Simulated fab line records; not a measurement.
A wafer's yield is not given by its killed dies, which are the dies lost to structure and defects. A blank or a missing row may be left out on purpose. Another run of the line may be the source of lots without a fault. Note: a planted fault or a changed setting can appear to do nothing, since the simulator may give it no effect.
Problem report in the 8D (eight disciplines) form, filled by code / flow berkeley-cmos170 / the parts of the form that need people (team, actions taken, sign-off) are left out

== 1. PROBLEM STATEMENT ==
At UCB170_M1_METAL_ETCH_12, bias-w averages 129.0 W over 2 wafers from 2 lots, while fault-free wafers read 120.0 W, standard deviation 0.35. Measured from the usual mean, that is +26 standard deviations.
The step: etches Al in Cl2/BCl3, stops on PSG, target depth 780 nm, time 130 s.
Earliest sighting: wafer L309.4 on rie-metal-04 at day 8 20:56. The record has a number at this step for 42 wafers belonging to 14 lots. Rule for "out" (also "out of limits"): further than 4 standard deviations from the usual mean. The rest of the wafers with a number are treated as sound.

== 2. WHAT IT IS; WHAT IT IS NOT ==
question=which readings at this step | is=bias-w | is not=drypump-motor-current-A, oes-product-au, throttle-valve-pct
question=which lots | is=L309, L312 | is not=L301, L302, L303, L304, L305, L306, L310, L314, L320, L322, L323, L324
question=which wafers of those lots | is=L309.4, L312.1 | is not=L309.2, L309.5, L312.2, L312.3
question=read on which tools | is=rie-metal-04 | is not=rie-metal-01, rie-metal-02
question=when | is=from day 8 20:56 | is not=up to then (23 sound wafers); but 17 sound wafers of L312, L314, L320, L322, L323, L324 came after

== 3. THE SUSPECTS, EACH WITH WHAT RULES IT OUT ==
Counting: if a tool at a process step up to the reading ran every lot that is out, it stays a suspect. Sound lots after the first of them don't rule it out here, since some wafers of a struck lot are sound.
- rie-metal-04 at UCB170_M1_METAL_ETCH_12 (etches Al in Cl2/BCl3, stops on PSG, target depth 780 nm, time 130 s): kept. It ran every lot that is out, first L309 (day 8 20:56); its last sound lot up to then is L305 (day 7 20:49). On those wafers its own readings are out: bias-w.
- Within rie-metal-04 at UCB170_M1_METAL_ETCH_12, the wafers that are out were processed in chamber 1 and their sound lot-mates in chamber 0.
The count leaves rie-metal-04 at UCB170_M1_METAL_ETCH_12.

== 4. THE CAUSE (what the simulator had put in) ==
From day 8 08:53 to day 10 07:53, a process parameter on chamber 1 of rie-metal-04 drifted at UCB170_M1_METAL_ETCH_12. From 120, the setting bias-w moved by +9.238. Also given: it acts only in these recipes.
Counting left only this tool.

== 5. SEQUENCE OF EFFECTS, ordered by route ==
Rows list readings where the struck wafers' mean (over those with a number) sits beyond 3 standard deviations from the usual. Readings are gone through only where the record gives a usual standard deviation; hours: the median, over the lots, of the time from a lot's start at the first step in this table giving one to that lot's start at this step; sigmas: the change measured in usual standard deviations.
hours=0; step=UCB170_M1_METAL_ETCH_12; reading=bias-w; usual=120.0 W; on struck wafers=129.0; change=+9.0; sigmas=+26
The process steps in it:
- UCB170_M1_METAL_ETCH_12: etches Al in Cl2/BCl3, stops on PSG, target depth 780 nm, time 130 s.

== 6. WHAT WOULD HAVE CAUGHT IT SOONER ==
The fault began at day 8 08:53; the first out-of-limits reading in this record came at day 8 20:56, 12 hours later.
